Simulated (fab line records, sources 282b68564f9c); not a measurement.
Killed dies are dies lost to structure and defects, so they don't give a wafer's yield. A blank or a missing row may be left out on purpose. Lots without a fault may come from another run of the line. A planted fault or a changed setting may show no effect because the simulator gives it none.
Which tool did it? | flow rit_cmos | 15 lots, 45 wafers sampled, at 6 steps of a route of 202

WHAT THE GAUGES READ, wafer by wafer
RIT_PSD_TW_MEAS_10.
lot  | measured    | on            | PSD_TW
L127 | day 3 02:03 | film_metro-03 | 3410 3413 3404
L128 | day 3 06:32 | film_metro-04 | 3421 3405 3425
L134 | day 4 13:29 | film_metro-04 | 3404 3422 3412
L135 | day 4 19:32 | film_metro-04 | 3433 3445 3432
L137 | day 5 03:04 | film_metro-01 | 3454 3461 3454
L138 | day 5 09:56 | film_metro-01 | 3430 3440 3448
L139 | day 5 13:34 | film_metro-04 | 3424 3436 3443
L141 | day 5 23:17 | film_metro-03 | 3411 3423 3430
L142 | day 6 03:23 | film_metro-01 | 3444 3455 3432
L143 | day 6 08:29 | film_metro-01 | 3544 3523 3540 3548 3545 3541
L144 | day 6 15:00 | film_metro-01 | 3555 3553 3549 3538 3547 3537
L145 | day 6 19:47 | film_metro-03 | 3518 3516 3521 3536 3518 3494
L146 | day 7 01:28 | film_metro-04 | 3527 3500 3518 3522 3531 3501
L147 | day 7 07:56 | film_metro-04 | 3402 3404 3412
L150 | day 7 22:44 | film_metro-01 | 3432 3456 3448

RIT_SDANNEAL_RS_MEAS_04: measures by four-point-probe.
lot  | measured    | on            | PSD_RS (ohm/sq)
L127 | day 3 02:35 | film_metro-01 | 115.0 115.4 115.2
L128 | day 3 07:03 | film_metro-04 | 116.0 116.0 115.9
L134 | day 4 13:58 | film_metro-03 | 115.4 115.6 115.5
L135 | day 4 20:01 | film_metro-03 | 115.9 115.7 115.9
L137 | day 5 03:34 | film_metro-04 | 115.9 116.1 115.9
L138 | day 5 10:27 | film_metro-04 | 116.0 116.3 115.9
L139 | day 5 14:03 | film_metro-04 | 116.0 116.1 116.0
L141 | day 5 23:47 | film_metro-03 | 116.1 115.8 115.7
L142 | day 6 03:55 | film_metro-01 | 115.3 115.4 115.2
L143 | day 6 11:02 | film_metro-01 | 108.5 108.1 108.6 108.6 108.5 108.7
L144 | day 6 20:52 | film_metro-03 | 108.4 108.1 108.4 108.4 108.1 108.4
L145 | day 6 22:03 | film_metro-03 | 108.4 109.1 108.9 108.7 108.9 108.7
L146 | day 7 03:47 | film_metro-01 | 108.2 108.2 107.8 108.0 108.0 108.0
L147 | day 7 08:25 | film_metro-04 | 116.1 116.3 116.4
L150 | day 7 23:14 | film_metro-04 | 116.4 116.1 116.2

RIT_SILICIDE_RS_MEAS_02: measures by four-point-probe.
lot  | measured    | on            | SILICIDE_TI_RS (ohm/sq)
L127 | day 3 03:13 | film_metro-02 | 48.1 48.5 47.1
L128 | day 3 07:41 | film_metro-02 | 48.6 48.6 49.3
L134 | day 4 14:37 | film_metro-02 | 48.8 48.2 48.4
L135 | day 4 20:39 | film_metro-02 | 48.6 48.8 49.2
L137 | day 5 04:12 | film_metro-02 | 48.9 48.5 48.4
L138 | day 5 11:06 | film_metro-02 | 48.2 48.5 48.3
L139 | day 5 14:42 | film_metro-03 | 49.0 48.8 48.0
L141 | day 6 00:25 | film_metro-04 | 46.9 47.6 47.0
L142 | day 6 04:34 | film_metro-04 | 48.1 47.6 48.5
L143 | day 6 17:27 | film_metro-02 | 47.4 47.4 47.3
L144 | day 6 22:42 | film_metro-02 | 47.2 47.8 47.6
L145 | day 7 01:41 | film_metro-02 | 48.1 48.4 48.1
L146 | day 7 10:34 | film_metro-04 | 48.5 48.7 48.5
L147 | day 7 09:05 | film_metro-02 | 46.9 46.8 46.9
L150 | day 7 23:53 | film_metro-03 | 47.7 47.9 46.9

RIT_CONTACT_OVL_MEAS_09.
lot  | measured    | on         | CONTACT_OVL (nm)
L127 | day 3 04:53 | overlay-01 | 1.3 1.0 0.4
L128 | day 3 09:14 | overlay-02 | -0.2 -0.6 0.1
L134 | day 4 16:17 | overlay-01 | -0.6 -0.1 0.3
L135 | day 4 22:20 | overlay-01 | 1.7 0.1 0.9
L137 | day 5 05:45 | overlay-01 | -0.1 1.4 0.5
L138 | day 5 12:37 | overlay-02 | 1.2 0.0 -1.5
L139 | day 5 16:20 | overlay-01 | 0.0 2.9 0.6
L141 | day 6 02:04 | overlay-02 | -1.4 -1.4 -0.3
L142 | day 6 06:14 | overlay-02 | 1.8 0.8 0.3
L143 | day 6 18:59 | overlay-01 | -0.8 -0.8 -0.5
L144 | day 7 00:18 | overlay-01 | -2.1 -0.1 -2.0
L145 | day 7 03:30 | overlay-02 | 2.6 0.5 0.0
L146 | day 7 12:05 | overlay-02 | -1.6 -0.1 -2.0
L147 | day 7 10:46 | overlay-01 | 1.4 -0.6 -0.4
L150 | day 8 01:34 | overlay-01 | -0.3 1.1 1.6

RIT_M1_RS_MEAS_01: measures by four-point-probe.
lot  | measured    | on            | M1_AL_RS (ohm/sq)
L127 | day 3 06:24 | film_metro-01 | 0.0737 0.0730 0.0736
L128 | day 3 10:40 | film_metro-03 | 0.0727 0.0723 0.0732
L134 | day 4 17:37 | film_metro-01 | 0.0730 0.0730 0.0722
L135 | day 4 23:39 | film_metro-03 | 0.0738 0.0743 0.0752
L137 | day 5 07:05 | film_metro-04 | 0.0741 0.0738 0.0743
L138 | day 5 14:00 | film_metro-03 | 0.0733 0.0734 0.0743
L139 | day 5 17:41 | film_metro-01 | 0.0721 0.0735 0.0726
L141 | day 6 03:26 | film_metro-04 | 0.0734 0.0735 0.0746
L142 | day 6 07:34 | film_metro-04 | 0.0732 0.0743 0.0740
L143 | day 6 20:20 | film_metro-01 | 0.0719 0.0716 0.0722
L144 | day 7 01:39 | film_metro-03 | 0.0729 0.0726 0.0726
L145 | day 7 05:05 | film_metro-04 | 0.0724 0.0725 0.0728
L146 | day 7 13:26 | film_metro-01 | 0.0747 0.0741 0.0743
L147 | day 7 12:06 | film_metro-03 | 0.0741 0.0736 0.0750
L150 | day 8 02:55 | film_metro-01 | 0.0743 0.0738 0.0750

WHICH TOOL RAN EACH LOT (tool, then ch and the chambers of the sampled wafers, then the start)
lot  | RIT_PSD_IMPLANT_08
L127 | implanter-03 ch 0, day 3 01:44
L128 | implanter-01 ch 0, day 3 06:13
L134 | implanter-04 ch 0, day 4 13:09
L135 | implanter-01 ch 0, day 4 19:12
L137 | implanter-03 ch 0, day 5 02:45
L138 | implanter-01 ch 0, day 5 09:40
L139 | implanter-03 ch 0, day 5 13:15
L141 | implanter-04 ch 0, day 5 22:59
L142 | implanter-03 ch 0, day 6 03:04
L143 | implanter-01 ch 0, day 6 08:11
L144 | implanter-01 ch 0, day 6 14:42
L145 | implanter-01 ch 0, day 6 19:29
L146 | implanter-01 ch 0, day 7 01:10
L147 | implanter-04 ch 0, day 7 07:37
L150 | implanter-03 ch 0, day 7 22:25
- RIT_PSD_IMPLANT_08

WHAT THE TOOLS THEMSELVES READ (means of the sampled wafers that have a number; where no wafer has one, the mark that the record gives instead)
RIT_PSD_IMPLANT_08.
lot  | tool         | beam_energy_keV | tilt_deg (degrees)
L127 | implanter-03 | 26.999          | 7.026
L128 | implanter-01 | 27.003          | 7.016
L134 | implanter-04 | 26.990          | 7.030
L135 | implanter-01 | 27.002          | 7.007
L137 | implanter-03 | 27.002          | 6.991
L138 | implanter-01 | 27.002          | 6.979
L139 | implanter-03 | 27.003          | 6.999
L141 | implanter-04 | 26.991          | 7.003
L142 | implanter-03 | 26.994          | 7.007
L143 | implanter-01 | 30.514          | 7.000
L144 | implanter-01 | 30.520          | 6.990
L145 | implanter-01 | 30.515          | 7.021
L146 | implanter-01 | 30.510          | 7.000
L147 | implanter-04 | 27.011          | 7.029
L150 | implanter-03 | 27.005          | 6.991

THE ANSWER, worked out from the rows above alone
Rule: what is usual is taken from the lots themselves. Put in order of their means at a reading, lots are off if they are a third of the lots or fewer, leave a main group of 4 or more, and stand apart from it by a gap of 3 or more times the standard deviation of the main group's means; of several such gaps the widest counts. A main group whose means are all the same, to the digits that the tables above print for the reading, isn't used. A lot without any number at a reading at which 4 lots or more have one is off too. The other lots that the step has rows for count as sound. The gauges are gone through in route order, then the tools' own readings, and for those a lot's mean is taken as printed above. The first step at which some lot is off is used, and at that step the reading that is off furthest; a lot without a number counts as furthest.
Off: L143, L144, L145, L146, at RIT_PSD_TW_MEAS_10 (PSD_TW). The main group: mean 3429, standard deviation 16.
A tool fits if, at a process step before that reading, it ran every lot that is off, and no sound lot after the first of them. The gauges at RIT_PSD_TW_MEAS_10 aren't tried: what is off there is off at RIT_PSD_IMPLANT_08 too, on other tools, and a gauge's error can't cause that. One fits: implanter-01 at RIT_PSD_IMPLANT_08. Its last sound lot is L138 (day 5 09:40), its first lot that is off L143 (day 6 08:11): a fault that began between those two fits.
The tool's own readings at RIT_PSD_IMPLANT_08 bear it out: on the lots that are off they differ by more than 5 times the standard deviation of the sound lots' means. beam_energy_keV reads 30.515 there against 27.000 on the sound lots.

WHAT THE SIMULATOR HAD PUT IN
Process parameter drift: implanter-01, from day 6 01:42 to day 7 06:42, at RIT_PSD_IMPLANT_08. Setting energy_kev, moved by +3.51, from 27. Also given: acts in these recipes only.
Lots struck among those shown: L143, L144, L145, L146. The rule above found the same.
